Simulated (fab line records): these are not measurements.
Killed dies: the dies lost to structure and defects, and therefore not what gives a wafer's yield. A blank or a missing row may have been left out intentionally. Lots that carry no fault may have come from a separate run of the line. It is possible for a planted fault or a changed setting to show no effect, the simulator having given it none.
fab line records -- flow rit-cmos
record: lots: 7, wafers: 21, last-day: 7
route steps=202 shown NWELL@30 PWELL@39 M1@202
lots untouched by any fault: they come from a run of this same line in which no faults occurred
start-h: start of the lot's first displayed wafer, in hours after the record's first day -- wait-h: hours since the lot's step before -- " identical to the entry in the row above -- L1.1+2: several wafers, shown together as one row -- - value missing, or start not given -- * or withheld: withheld -- < > ~ a bound
route shown NAME@n: NAME is a module with steps in the file, n the number in the route of the first one -- usual: average and standard deviation across the fault-free wafers -- same: alike in all rows -- chamber/n: place in a boat -- sites: the reading at each site -- _std_site: how widely they spread, as a standard deviation -- _edge_site: inner sites' mean taken away from outer sites' mean -- radius-mm: for every site, how far away it sits from the centre of the wafer -- mask NAME#n: copy n -- behind: the most recent tool/chamber to have shaped the wafer -- hold: why the lot went on hold/how many hours it stayed there/how the hold came to an end -- device: the transistor (n, p or np) that didn't switch -- end of line: at the end of the route, the tests of the same wafers -- step lacking rows: just its recipe -- killed: not the wafer's yield, but the dies lost to structure and defects at the first sort -- map: shows each die of a wafer: x if killed, . if not, _ if none is there
set.NAME: the setting the step ran with; set.NAME@STEP: the setting that earlier step ran with -- model.NAME: the simulator's own value behind a step, which no gauge read
a table for each step, a row for each wafer; lots at some steps of the route
services: the hour from which a tool's chamber was out of use, counted from the record's first day as start-h (under 0 if before that day), plus the number of hours and why
== steps ==
step: RIT_NWELL_SOFTBAKE_02
recipe: resist: NOVOLAK, temp-c: 90, time-s: 60
step: RIT_NWELL_EXPOSE_03
recipe: mask-id: M2, na: 0.57, target-cd-nm: 43900, dose-mj: 250
step: RIT_NWELL_PEB_04
recipe: resist: NOVOLAK, temp-c: withheld, time-s: withheld
step: RIT_NWELL_DEVELOP_05
recipe: resist: NOVOLAK, develop-time-s: 68, dev-temp-c: 23
step: RIT_NWELL_OVL_MEAS_06
usual: NWELL_OVL: 0.0/1.5
lot.wafer,tool,chamber,start-h,wait-h,NWELL_OVL[nm]
L248.1,overlay-02,-,36.67,-,-0.8
L248.2,overlay-02,-,36.67,-,-2.1
L248.3,overlay-02,-,36.67,-,-1.1
L249.1,overlay-02,-,41.05,-,-0.8
L249.2,overlay-02,-,41.05,-,0.6
L249.3,overlay-02,-,41.05,-,2.8
L251.2,overlay-02,-,50.88,-,-4.9
L251.4,overlay-02,-,50.88,-,-4.5
L251.5,overlay-02,-,50.88,-,-3.5
L257.1,overlay-02,-,81.25,-,1.4
L257.4,overlay-02,-,81.25,-,1.3
L257.5,overlay-02,-,81.25,-,0.2
L261.1,overlay-01,-,100.92,-,0.3
L261.3,overlay-01,-,100.92,-,-1.2
L261.4,overlay-01,-,100.92,-,-1.2
L265.4,overlay-01,-,122.07,-,0.2
L265.5,overlay-01,-,122.07,-,1.4
L265.6,overlay-01,-,122.07,-,0.2
L266.1,overlay-01,-,126.66,-,-1.3
L266.3,overlay-01,-,126.66,-,-0.9
L266.6,overlay-01,-,126.66,-,-1.7
step: RIT_NWELL_HARDBAKE_07
recipe: resist: NOVOLAK, temp-c: 140, time-s: 120
step: RIT_NWELL_IMPLANT_08
recipe: species: P, energy-kev: 170, dose-cm2: 5e+13, tilt-deg: 7
step: RIT_NWELL_STRIP_09
recipe: chemistry: O2, time-s: 180, resist: NOVOLAK, platen-temp-c: withheld, power-w: 500, pressure-mtorr: 4000, o2-flow-sccm: 4000
usual: drypump-motor-current-A: 5.6/0.48
lot.wafer,tool,chamber,start-h,wait-h,drypump-motor-current-A,rf-hours-counter-h
L248.1,plasma-asher-01,0,37.11,0.1,5.0,43
L248.2,plasma-asher-01,1,37.11,0.1,5.5,43
L248.3,plasma-asher-01,0,37.11,0.1,5.0,-
L249.1,plasma-asher-01,1,41.48,0.1,5.5,44
L249.2,plasma-asher-01,0,41.48,0.1,5.0,44
L249.3,plasma-asher-01,0,41.48,0.1,5.0,-
L251.2,plasma-asher-03,1,51.35,0.1,5.7,39
L251.4,plasma-asher-03,0,51.35,0.1,6.5,-
L251.5,plasma-asher-03,0,51.35,0.1,6.4,-
L257.1,plasma-asher-03,1,81.69,0.1,5.7,42
L257.4,plasma-asher-03,0,81.69,0.1,6.4,-
L257.5,plasma-asher-03,1,81.69,0.1,5.7,-
L261.1,plasma-asher-04,0,101.36,0.1,5.2,30
L261.3,plasma-asher-04,0,101.36,0.1,5.2,-
L261.4,plasma-asher-04,1,101.36,0.1,5.9,-
L265.4,plasma-asher-01,1,122.54,0.1,5.5,-
L265.5,plasma-asher-01,0,122.54,0.1,5.0,-
L265.6,plasma-asher-01,1,122.54,0.1,5.5,-
L266.1,plasma-asher-01,0,127.10,0.1,5.0,1
L266.3,plasma-asher-01,1,127.10,0.1,5.5,-
L266.6,plasma-asher-01,0,127.10,0.1,5.0,-
step: RIT_NWELL_TW_MEAS_10
usual: NWELL_TW: 2146/12
lot.wafer,tool,chamber,start-h,wait-h,NWELL_TW
L248.1,film-metro-02,-,37.29,0.1,2143
L248.2,film-metro-02,-,37.29,0.1,2143
L248.3,film-metro-02,-,37.29,0.1,2148
L249.1,film-metro-02,-,41.66,0.1,2153
L249.2,film-metro-02,-,41.66,0.1,2145
L249.3,film-metro-02,-,41.66,0.1,2147
L251.2,film-metro-04,-,51.54,0.1,2142
L251.4,film-metro-04,-,51.54,0.1,2143
L251.5,film-metro-04,-,51.54,0.1,2147
L257.1,film-metro-03,-,81.86,0.1,2146
L257.4,film-metro-03,-,81.86,0.1,2143
L257.5,film-metro-03,-,81.86,0.1,2142
L261.1,film-metro-03,-,101.53,0.1,2149
L261.3,film-metro-03,-,101.53,0.1,2136
L261.4,film-metro-03,-,101.53,0.1,2151
L265.4,film-metro-03,-,122.69,0.1,2156
L265.5,film-metro-03,-,122.69,0.1,2159
L265.6,film-metro-03,-,122.69,0.1,2154
L266.1,film-metro-03,-,127.27,0.1,2144
L266.3,film-metro-03,-,127.27,0.1,2161
L266.6,film-metro-03,-,127.27,0.1,2146
step: RIT_PWELL_HMDS_00
recipe: prime-time-s: 60, prime-temp-c: 140
step: RIT_PWELL_COAT_01
recipe: resist: NOVOLAK, spin-rpm: 2000, resist-thk-nm: 1300
step: RIT_PWELL_SOFTBAKE_02
recipe: resist: NOVOLAK, temp-c: 90, time-s: 61.31
usual: plate-sensor-t-centre-C: 90.971/0.0099, plate-sensor-t-edge-C: 91.021/0.01
lot.wafer,tool,chamber,start-h,wait-h,plate-sensor-t-centre-C,plate-sensor-t-edge-C
L248.1,litho-track-04,0,37.65,0.1,90.973,91.009
L248.2,litho-track-04,0,37.65,0.1,90.974,91.015
L248.3,litho-track-04,0,37.65,0.1,90.985,91.027
L249.1,litho-track-02,0,42.02,0.1,90.974,91.004
L249.2,litho-track-02,0,42.02,0.1,90.975,91.031
L249.3,litho-track-02,0,42.02,0.1,90.980,91.042
L251.2,litho-track-03,0,51.91,0.1,90.960,91.035
L251.4,litho-track-03,0,51.91,0.1,90.978,91.023
L251.5,litho-track-03,0,51.91,0.1,90.959,91.021
L257.1,litho-track-02,0,82.25,0.1,90.979,91.024
L257.4,litho-track-02,0,82.25,0.1,90.993,91.038
L257.5,litho-track-02,0,82.25,0.1,90.963,91.014
L261.1,litho-track-02,0,101.89,0.1,90.953,91.029
L261.3,litho-track-02,0,101.89,0.1,90.954,91.023
L261.4,litho-track-02,0,101.89,0.1,90.978,91.019
L265.4,litho-track-02,0,123.10,0.1,90.973,91.019
L265.5,litho-track-02,0,123.10,0.1,90.963,91.010
L265.6,litho-track-02,0,123.10,0.1,90.975,91.023
L266.1,litho-track-02,0,127.63,0.1,90.967,91.022
L266.3,litho-track-02,0,127.63,0.1,90.982,91.033
L266.6,litho-track-02,0,127.63,0.1,90.980,91.004
step: RIT_PWELL_EXPOSE_03
recipe: mask-id: M3, na: 0.57, target-cd-nm: 43700, dose-mj: 250
lot.wafer,tool,chamber,start-h,wait-h,mask,model.PWELL.overlay-x-nm
L248.1+2+3,iline-stepper-01,0,37.80,0.1,M3#0,1.068
L249.1+2+3,iline-stepper-02,0,42.29,0.2,M3#0,0.6873
L251.2+4+5,iline-stepper-01,0,52.05,0.1,M3#0,-0.9343
L257.1+4+5,iline-stepper-01,0,82.40,0.1,M3#0,-0.4177
L261.1+3+4,iline-stepper-02,0,102.17,0.2,M3#0,361.2
L265.4+5+6,iline-stepper-02,0,123.35,0.2,M3#0,360.3
L266.1+3+6,iline-stepper-02,0,127.78,0.1,M3#0,361.2
step: RIT_PWELL_PEB_04
recipe: resist: NOVOLAK, temp-c: withheld, time-s: withheld
step: RIT_PWELL_DEVELOP_05
recipe: resist: NOVOLAK, develop-time-s: 68, dev-temp-c: 23
step: RIT_PWELL_OVL_MEAS_06
usual: PWELL_OVL: 0.5/1.4
lot.wafer,tool,chamber,start-h,wait-h,PWELL_OVL[nm]
L248.1,overlay-02,-,38.38,-,0.5
L248.2,overlay-02,-,38.38,-,0.9
L248.3,overlay-02,-,38.38,-,3.0
L249.1,overlay-02,-,42.72,-,5.3
L249.2,overlay-02,-,42.72,-,0.7
L249.3,overlay-02,-,42.72,-,1.0
L251.2,overlay-01,-,52.47,-,-2.9
L251.4,overlay-01,-,52.47,-,-1.5
L251.5,overlay-01,-,52.47,-,-0.7
L257.1,overlay-01,-,82.83,-,0.1
L257.4,overlay-01,-,82.83,-,1.2
L257.5,overlay-01,-,82.83,-,-1.4
L261.1,overlay-01,-,102.60,-,362.5
L261.3,overlay-01,-,102.60,-,360.3
L261.4,overlay-01,-,102.60,-,363.2
L265.4,overlay-01,-,123.74,-,361.7
L265.5,overlay-01,-,123.74,-,362.3
L265.6,overlay-01,-,123.74,-,361.4
L266.1,overlay-01,-,128.21,-,362.3
L266.3,overlay-01,-,128.21,-,362.5
L266.6,overlay-01,-,128.21,-,361.2
step: RIT_PWELL_HARDBAKE_07
recipe: resist: NOVOLAK, temp-c: 140, time-s: 120
step: RIT_M1_PROBE_99
usual: killed-at-contacts: 0.1/0.23, killed-at-front-end: 7.3/2.9, killed-dies: 7.3/3, killed-open: 3.6/1.8, killed-short: 3.7/2.1
same: gross-dies: 264, killed_at_M0_to_M3: 0, killed_at_M4_up: 0, killed-at-back-side: 0, killed-at-other: 0
lot.wafer,tool,chamber,start-h,wait-h,killed-at-contacts,killed-at-front-end,killed-dies,killed-open,killed-short,model.etest.well-edge-left.line-ohm-um,model.etest.well-edge-right.line-ohm-um,model.etest.iso-nwell-nwell.bv-v,model.etest.iso-nplus-nwell.lateral-log10-a-um
L248.1,prober-01,-,73.71,0.1,0,4,4,2,2,181.7,184,22.05,-9.447
L248.2,prober-01,-,73.76,0.1,0,0,0,0,0,182.2,183.3,22.21,-9.489
L248.3,prober-01,-,73.81,0.2,0,4,4,2,2,182.4,183.7,21.88,-9.38
L249.1,prober-02,-,77.14,0.1,0,11,11,4,6,179.1,179.6,21.84,-9.437
L249.2,prober-02,-,77.19,0.1,0,12,12,4,8,181.8,181.2,21.82,-9.487
L249.3,prober-02,-,77.24,0.2,0,5,5,2,3,179.3,182.4,22.34,-9.437
L251.2,prober-02,-,89.58,0.1,0,6,6,1,5,181.7,182.2,22.25,-9.444
L251.4,prober-02,-,89.68,0.2,0,6,6,2,4,183.5,182.1,22.12,-9.482
L251.5,prober-02,-,89.73,0.2,1,14,15,4,11,180.3,182.3,22.43,-9.44
L257.1,prober-02,-,118.91,0.1,0,12,12,7,5,183.2,181.6,21.87,-9.432
L257.4,prober-02,-,119.06,0.2,0,7,7,6,1,181.8,182.1,22,-9.437
L257.5,prober-02,-,119.11,0.2,0,3,3,1,2,183.3,179.6,21.93,-9.423
L261.1,prober-02,-,139.38,0.1,0,5,5,4,1,214.4,163.3,20.01,-9.518
L261.3,prober-02,-,139.48,0.2,0,10,10,8,2,217.3,160.4,20,-9.52
L261.4,prober-02,-,139.53,0.2,0,4,4,3,1,217.7,163.8,20.04,-9.494
L265.4,prober-02,-,158.33,0.2,0,11,11,6,4,217,163.6,20.02,-9.515
L265.5,prober-02,-,158.38,0.2,0,9,9,4,5,219,163,20.37,-9.52
L265.6,prober-02,-,158.43,0.2,0,10,10,5,5,219.3,163.9,20.23,-9.462
L266.1,prober-01,-,162.35,0.1,0,11,11,4,7,216.3,161.9,20.26,-9.484
L266.3,prober-01,-,162.45,0.2,1,6,7,4,2,214.3,160.4,20.13,-9.468
L266.6,prober-01,-,162.60,0.2,0,6,6,5,1,217.5,162.2,20.23,-9.497
killed by level:class
L248.1 FOX1:geometric-particle:open=1 FOX1:geometric-particle:short=1 GATE:geometric-particle:short=1 REOX:geometric-particle:open=1
L248.3 FOX1:geometric-particle:short=1 FOX2:geometric-particle:open=1 GATE:geometric-particle:open=1 REOX:geometric-particle:short=1
L249.1 GATE:geometric-particle:short=3 SPACER:geometric-particle:open=2 FOX2:geometric-particle:short=1 GATE:geometric-particle:open=1 REOX:geometric-particle:open=1 REOX:geometric-particle:short=1 SPACER:geometric-particle:short=1 PWELL:coat-microbubble-printed=1
L249.2 GATE:geometric-particle:short=3 GATE:geometric-particle:open=3 FOX2:geometric-particle:short=2 SPACER:geometric-particle:short=2 FOX2:geometric-particle:open=1 REOX:geometric-particle:short=1
L249.3 GATE:geometric-particle:short=2 FOX1:geometric-particle:open=1 SPACER:geometric-particle:short=1 SILICIDE:geometric-particle:open=1
L251.2 REOX:geometric-particle:short=3 GATE:geometric-particle:open=1 SPACER:geometric-particle:short=1 SILICIDE:geometric-particle:short=1
L251.4 FOX1:geometric-particle:short=1 FOX1:geometric-particle:open=1 GATE:geometric-particle:short=1 REOX:geometric-particle:short=1 SPACER:geometric-particle:open=1 SPACER:geometric-particle:short=1
L251.5 GATE:geometric-particle:short=5 SPACER:geometric-particle:short=4 FOX1:geometric-particle:open=2 SPACER:geometric-particle:open=2 REOX:geometric-particle:short=1 CONTACT:geometric-particle:short=1
L257.1 GATE:geometric-particle:open=3 SILICIDE:geometric-particle:short=2 FOX1:geometric-particle:open=1 FOX1:geometric-particle:short=1 FOX2:geometric-particle:open=1 GATE:geometric-particle:short=1 REOX:geometric-particle:open=1 SPACER:geometric-particle:short=1
L257.4 GATE:geometric-particle:open=3 FOX2:geometric-particle:open=2 GATE:geometric-particle:short=1 REOX:geometric-particle:open=1
L257.5 FOX2:geometric-particle:short=1 GATE:geometric-particle:open=1 SPACER:geometric-particle:short=1
L261.1 GATE:geometric-particle:open=2 FOX1:geometric-particle:open=1 FOX2:geometric-particle:open=1 REOX:geometric-particle:short=1
L261.3 FOX2:geometric-particle:open=4 FOX1:geometric-particle:open=3 FOX1:geometric-particle:short=1 GATE:geometric-particle:short=1 GATE:geometric-particle:open=1
L261.4 FOX1:geometric-particle:open=2 SPACER:geometric-particle:short=1 SILICIDE:geometric-particle:open=1
L265.4 REOX:geometric-particle:open=4 FOX1:geometric-particle:open=2 GATE:geometric-particle:short=2 REOX:geometric-particle:short=1 SPACER:geometric-particle:short=1 PLDD:coat-microbubble-printed=1
L265.5 SILICIDE:geometric-particle:short=2 FOX1:geometric-particle:short=1 FOX1:geometric-particle:open=1 GATE:geometric-particle:short=1 GATE:geometric-particle:open=1 REOX:geometric-particle:open=1 SPACER:geometric-particle:short=1 SILICIDE:geometric-particle:open=1
L265.6 SILICIDE:geometric-particle:open=3 REOX:geometric-particle:short=2 ACTIVE:geometric-particle:short=1 GATE:geometric-particle:short=1 REOX:geometric-particle:open=1 SPACER:geometric-particle:open=1 SILICIDE:geometric-particle:short=1
L266.1 GATE:geometric-particle:short=3 FOX1:geometric-particle:short=2 FOX1:geometric-particle:open=2 GATE:geometric-particle:open=1 SPACER:geometric-particle:short=1 SILICIDE:geometric-particle:open=1 SILICIDE:geometric-particle:short=1
L266.3 FOX1:geometric-particle:open=2 FOX1:geometric-particle:short=1 FOX2:geometric-particle:open=1 SILICIDE:geometric-particle:open=1 SILICIDE:geometric-particle:short=1 CONTACT:coat-microbubble-printed=1
L266.6 GATE:geometric-particle:open=2 FOX1:geometric-particle:open=1 SPACER:geometric-particle:short=1 SPACER:geometric-particle:open=1 SILICIDE:geometric-particle:open=1
== services ==
tool,chamber,start-h,hours,kind
plasma-asher-04,-,29.74,2.5,repair
iline-stepper-02,0,34.41,-,calibration
iline-stepper-02,-,70.30,1.7,pm
iline-stepper-01,0,77.58,-,calibration
plasma-asher-01,-,108.75,9.0,pm
plasma-asher-01,0,108.75,9.0,vent-cycle
plasma-asher-01,1,108.75,9.0,vent-cycle
iline-stepper-02,-,109.03,2.4,repair
plasma-asher-01,0,117.75,-,clean
plasma-asher-01,1,117.75,-,clean
iline-stepper-02,-,127.35,-,consumable-replace:lamp
plasma-asher-03,-,127.60,15.7,repair
== key ==
first-sign: step: RIT_PWELL_OVL_MEAS_06, reading: PWELL_OVL, direction: up, sigmas: 99+, usual: 0.5, struck: 361.9
effect none on later readings
model-effect: step: RIT_PWELL_EXPOSE_03, value: PWELL.overlay-x-nm, without: 0.9066, struck: 360.9
model-effect: step: RIT_M1_PROBE_99, value: etest.well-edge-left.line-ohm-um, without: 182.3, struck: 217
met-at RIT_PWELL_EXPOSE_03
struck-wafers L261.1,L261.3,L261.4,L265.4,L265.5,L265.6,L266.1,L266.3,L266.6
tester-left-out L261,L265,L266
onset-between 42.29 102.17
also-fits time
fault: kind: scanner-matching-overlay, tool: iline-stepper-02, chamber: -, onset-h: 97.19, steps: RIT_PWELL_EXPOSE_03, offset: 360
tester-left-out: of these lots the tester's yield and bins aren't shown, on N5 and GAA mostly nor the transistor test; their killed dies are dies lost to structure and defects alone, not to doping, threshold or leakage, so they don't give the yield
